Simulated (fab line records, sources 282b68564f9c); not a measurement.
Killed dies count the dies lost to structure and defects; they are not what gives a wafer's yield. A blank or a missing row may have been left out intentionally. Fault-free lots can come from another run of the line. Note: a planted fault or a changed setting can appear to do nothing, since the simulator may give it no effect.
fab line records :: flow ritCmos
record
  lots=14
  wafers=42
  lastDay=7
route steps=202 shown PSD@151
lots that met no fault: from a run of the same line without faults
startH: start of the lot's first displayed wafer, in hours after the record's first day :: waitH: hours elapsed since this lot's preceding step :: " unchanged from the row above :: L1.1+2: a single row standing in for several wafers :: - no value, or no start given :: * or withheld: withheld :: < > ~ a bound
route shown NAME@n: a module of which the file shows steps, and the number in the route of the first :: usual: mean/standard deviation taken from wafers without a fault :: same: alike in all rows :: chamber/n: place in a boat :: sites: the reading at each site :: _std_site: standard deviation across them :: _edge_site: mean of outer sites minus mean of inner sites :: radiusMm: for every site, how far away it sits from the centre of the wafer :: mask NAME#n: copy n :: behind: tool/chamber where the wafer was last shaped :: hold: cause of the lot's hold/its duration in hours/its outcome :: device: transistor that didn't switch, given as n, p or np :: end of line: at the end of the route, the tests of the same wafers :: for a step that has no rows: nothing shown but its recipe :: killed: the dies lost at the first sort to structure and to defects; this is not the yield of the wafer :: map: dies across one wafer; x = killed, . = not, _ = none there
set.NAME: the setting that was run; set.NAME@STEP: the one run at that earlier step :: model.NAME: the simulator's own value behind a step, which no gauge read
a sample of lots followed through the steps of the route, with each step as a table and each wafer as a row
services: the hour from which a tool's chamber was out of use, counted from the record's first day as startH (under 0 if before that day), plus the number of hours and why
## steps
# step RIT_PSD_STRIP_09
# recipe
  chemistry=O2
  timeS=180
  resist=NOVOLAK
  platenTempC=withheld
  powerW=500
  pressureMtorr=4000
  o2FlowSccm=4000
# usual
  chamberPressureMTorr=4000/3.9
  drypumpMotorCurrentA=5.7/0.4
lot.wafer: L877.1
tool: plasmaAsher-02
chamber: 1
startH: 54.71
waitH: 0.2
chamberPressureMTorr: 3996
drypumpMotorCurrentA: 5.5
rfHoursCounterH: 40

lot.wafer: L877.2
tool: plasmaAsher-02
chamber: 0
startH: 54.71
waitH: 0.2
chamberPressureMTorr: 3997
drypumpMotorCurrentA: 6.1
rfHoursCounterH: 40

lot.wafer: L877.5
tool: plasmaAsher-02
chamber: 1
startH: 54.71
waitH: 0.2
chamberPressureMTorr: 4003
drypumpMotorCurrentA: 5.5
rfHoursCounterH: -

lot.wafer: L879.1
tool: plasmaAsher-02
chamber: 0
startH: 59.00
waitH: 0.1
chamberPressureMTorr: 4000
drypumpMotorCurrentA: 6.1
rfHoursCounterH: 40

lot.wafer: L879.3
tool: plasmaAsher-02
chamber: 1
startH: 59.00
waitH: 0.1
chamberPressureMTorr: 3998
drypumpMotorCurrentA: 5.5
rfHoursCounterH: -

lot.wafer: L879.5
tool: plasmaAsher-02
chamber: 1
startH: 59.00
waitH: 0.1
chamberPressureMTorr: 3994
drypumpMotorCurrentA: 5.5
rfHoursCounterH: -

lot.wafer: L880.2
tool: plasmaAsher-03
chamber: 0
startH: 63.27
waitH: 0.1
chamberPressureMTorr: 4000
drypumpMotorCurrentA: 5.4
rfHoursCounterH: 44

lot.wafer: L880.3
tool: plasmaAsher-03
chamber: 0
startH: 63.27
waitH: 0.1
chamberPressureMTorr: 3995
drypumpMotorCurrentA: 5.4
rfHoursCounterH: -

lot.wafer: L880.5
tool: plasmaAsher-03
chamber: 1
startH: 63.27
waitH: 0.1
chamberPressureMTorr: 4005
drypumpMotorCurrentA: 5.1
rfHoursCounterH: -

lot.wafer: L881.1
tool: plasmaAsher-01
chamber: 1
startH: 69.80
waitH: 0.1
chamberPressureMTorr: 4002
drypumpMotorCurrentA: 6.2
rfHoursCounterH: 44

lot.wafer: L881.3
tool: plasmaAsher-01
chamber: 0
startH: 69.80
waitH: 0.1
chamberPressureMTorr: 4002
drypumpMotorCurrentA: 5.6
rfHoursCounterH: -

lot.wafer: L881.4
tool: plasmaAsher-01
chamber: 1
startH: 69.80
waitH: 0.1
chamberPressureMTorr: 4001
drypumpMotorCurrentA: 6.2
rfHoursCounterH: -

lot.wafer: L882.1
tool: plasmaAsher-03
chamber: 1
startH: 74.30
waitH: 0.1
chamberPressureMTorr: 3996
drypumpMotorCurrentA: 5.1
rfHoursCounterH: 45

lot.wafer: L882.4
tool: plasmaAsher-03
chamber: 0
startH: 74.30
waitH: 0.1
chamberPressureMTorr: 3998
drypumpMotorCurrentA: 5.4
rfHoursCounterH: -

lot.wafer: L882.6
tool: plasmaAsher-03
chamber: 1
startH: 74.30
waitH: 0.1
chamberPressureMTorr: 4002
drypumpMotorCurrentA: 5.1
rfHoursCounterH: -

lot.wafer: L883.2
tool: plasmaAsher-03
chamber: 1
startH: 79.00
waitH: 0.1
chamberPressureMTorr: 4000
drypumpMotorCurrentA: 5.1
rfHoursCounterH: 45

lot.wafer: L883.4
tool: plasmaAsher-03
chamber: 1
startH: 79.00
waitH: 0.1
chamberPressureMTorr: 3999
drypumpMotorCurrentA: 5.1
rfHoursCounterH: -

lot.wafer: L883.6
tool: plasmaAsher-03
chamber: 1
startH: 79.00
waitH: 0.1
chamberPressureMTorr: 3998
drypumpMotorCurrentA: 5.1
rfHoursCounterH: -

lot.wafer: L884.1
tool: plasmaAsher-02
chamber: 1
startH: 82.96
waitH: 0.1
chamberPressureMTorr: 4000
drypumpMotorCurrentA: 5.5
rfHoursCounterH: 43

lot.wafer: L884.4
tool: plasmaAsher-02
chamber: 0
startH: 82.96
waitH: 0.1
chamberPressureMTorr: 3996
drypumpMotorCurrentA: 6.1
rfHoursCounterH: -

lot.wafer: L884.6
tool: plasmaAsher-02
chamber: 0
startH: 82.96
waitH: 0.1
chamberPressureMTorr: 3997
drypumpMotorCurrentA: 6.1
rfHoursCounterH: -

lot.wafer: L885.2
tool: plasmaAsher-01
chamber: 1
startH: 89.38
waitH: 0.1
chamberPressureMTorr: -
drypumpMotorCurrentA: -
rfHoursCounterH: -

lot.wafer: L885.5
tool: plasmaAsher-01
chamber: 0
startH: 89.38
waitH: 0.1
chamberPressureMTorr: -
drypumpMotorCurrentA: -
rfHoursCounterH: -

lot.wafer: L885.6
tool: plasmaAsher-01
chamber: 1
startH: 89.38
waitH: 0.1
chamberPressureMTorr: -
drypumpMotorCurrentA: -
rfHoursCounterH: -

lot.wafer: L886.1
tool: plasmaAsher-01
chamber: 1
startH: 94.66
waitH: 0.1
chamberPressureMTorr: -
drypumpMotorCurrentA: -
rfHoursCounterH: -

lot.wafer: L886.4
tool: plasmaAsher-01
chamber: 1
startH: 94.66
waitH: 0.1
chamberPressureMTorr: -
drypumpMotorCurrentA: -
rfHoursCounterH: -

lot.wafer: L886.5
tool: plasmaAsher-01
chamber: 0
startH: 94.66
waitH: 0.1
chamberPressureMTorr: -
drypumpMotorCurrentA: -
rfHoursCounterH: -

lot.wafer: L888.3
tool: plasmaAsher-02
chamber: 0
startH: 103.76
waitH: 0.1
chamberPressureMTorr: 4005
drypumpMotorCurrentA: 6.1
rfHoursCounterH: -

lot.wafer: L888.5
tool: plasmaAsher-02
chamber: 1
startH: 103.76
waitH: 0.1
chamberPressureMTorr: 4003
drypumpMotorCurrentA: 5.5
rfHoursCounterH: -

lot.wafer: L888.6
tool: plasmaAsher-02
chamber: 0
startH: 103.76
waitH: 0.1
chamberPressureMTorr: 4000
drypumpMotorCurrentA: 6.1
rfHoursCounterH: -

lot.wafer: L893.2
tool: plasmaAsher-02
chamber: 0
startH: 128.58
waitH: 0.1
chamberPressureMTorr: 4000
drypumpMotorCurrentA: 6.1
rfHoursCounterH: 48

lot.wafer: L893.4
tool: plasmaAsher-02
chamber: 1
startH: 128.58
waitH: 0.1
chamberPressureMTorr: 4001
drypumpMotorCurrentA: 5.5
rfHoursCounterH: -

lot.wafer: L893.6
tool: plasmaAsher-02
chamber: 1
startH: 128.58
waitH: 0.1
chamberPressureMTorr: 4001
drypumpMotorCurrentA: 5.5
rfHoursCounterH: -

lot.wafer: L895.2
tool: plasmaAsher-01
chamber: 1
startH: 138.38
waitH: 0.1
chamberPressureMTorr: 3999
drypumpMotorCurrentA: 6.2
rfHoursCounterH: 2

lot.wafer: L895.3
tool: plasmaAsher-01
chamber: 1
startH: 138.38
waitH: 0.1
chamberPressureMTorr: 4000
drypumpMotorCurrentA: 6.2
rfHoursCounterH: -

lot.wafer: L895.4
tool: plasmaAsher-01
chamber: 0
startH: 138.38
waitH: 0.1
chamberPressureMTorr: 4003
drypumpMotorCurrentA: 5.5
rfHoursCounterH: -

lot.wafer: L897.2
tool: plasmaAsher-01
chamber: 1
startH: 149.30
waitH: 0.1
chamberPressureMTorr: 4005
drypumpMotorCurrentA: 6.2
rfHoursCounterH: 3

lot.wafer: L897.3
tool: plasmaAsher-01
chamber: 0
startH: 149.30
waitH: 0.1
chamberPressureMTorr: 4001
drypumpMotorCurrentA: 5.5
rfHoursCounterH: -

lot.wafer: L897.4
tool: plasmaAsher-01
chamber: 1
startH: 149.30
waitH: 0.1
chamberPressureMTorr: 3998
drypumpMotorCurrentA: 6.2
rfHoursCounterH: -

lot.wafer: L898.2
tool: plasmaAsher-03
chamber: 0
startH: 153.10
waitH: 0.1
chamberPressureMTorr: 3999
drypumpMotorCurrentA: 5.4
rfHoursCounterH: 53

lot.wafer: L898.3
tool: plasmaAsher-03
chamber: 1
startH: 153.10
waitH: 0.1
chamberPressureMTorr: 4000
drypumpMotorCurrentA: 5.1
rfHoursCounterH: -

lot.wafer: L898.4
tool: plasmaAsher-03
chamber: 0
startH: 153.10
waitH: 0.1
chamberPressureMTorr: 4006
drypumpMotorCurrentA: 5.4
rfHoursCounterH: -
## services
tool: plasmaAsher-01
chamber: -
startH: 48.14
hours: 0.6
kind: repair

tool: plasmaAsher-01
chamber: -
startH: 108.75
hours: 9.0
kind: pm

tool: plasmaAsher-01
chamber: 0
startH: 108.75
hours: 9.0
kind: ventCycle

tool: plasmaAsher-01
chamber: 1
startH: 108.75
hours: 9.0
kind: ventCycle

tool: plasmaAsher-01
chamber: -
startH: 111.80
hours: 4.2
kind: repair

tool: plasmaAsher-01
chamber: 0
startH: 117.75
hours: -
kind: clean

tool: plasmaAsher-01
chamber: 1
startH: 117.75
hours: -
kind: clean
## key
firstSign
  step=RIT_PSD_STRIP_09
  reading=toolRecord
  direction=missing
effect none on later readings
metAt RIT_PSD_STRIP_09
struckLots L885,L886
laterRowsLeftOut L885.2,L885.5,L885.6,L886.1,L886.4,L886.5
sortLeftOut L885.2,L885.5,L885.6,L886.1,L886.4,L886.5
testerLeftOut L885,L886
onsetBetween 69.80 89.38
fault
  kind=skippedStepWhole
  tool=plasmaAsher-01
  chamber=-
  onsetH=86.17
  steps=RIT_PSD_STRIP_09
  scope=struckLotsOnly
# testerLeftOut: of these lots the tester's yield and bins aren't shown, on N5 and GAA mostly nor the transistor test; their killed dies are dies lost to structure and defects alone, not to doping, threshold or leakage, so they don't give the yield
# sortLeftOut: the simulated sort isn't trusted on such a fault, so these wafers' sort isn't shown, and their yield isn't known
# laterRowsLeftOut: the simulator's readings of these wafers behind a module that went badly wrong aren't trusted and aren't shown, but for the sort
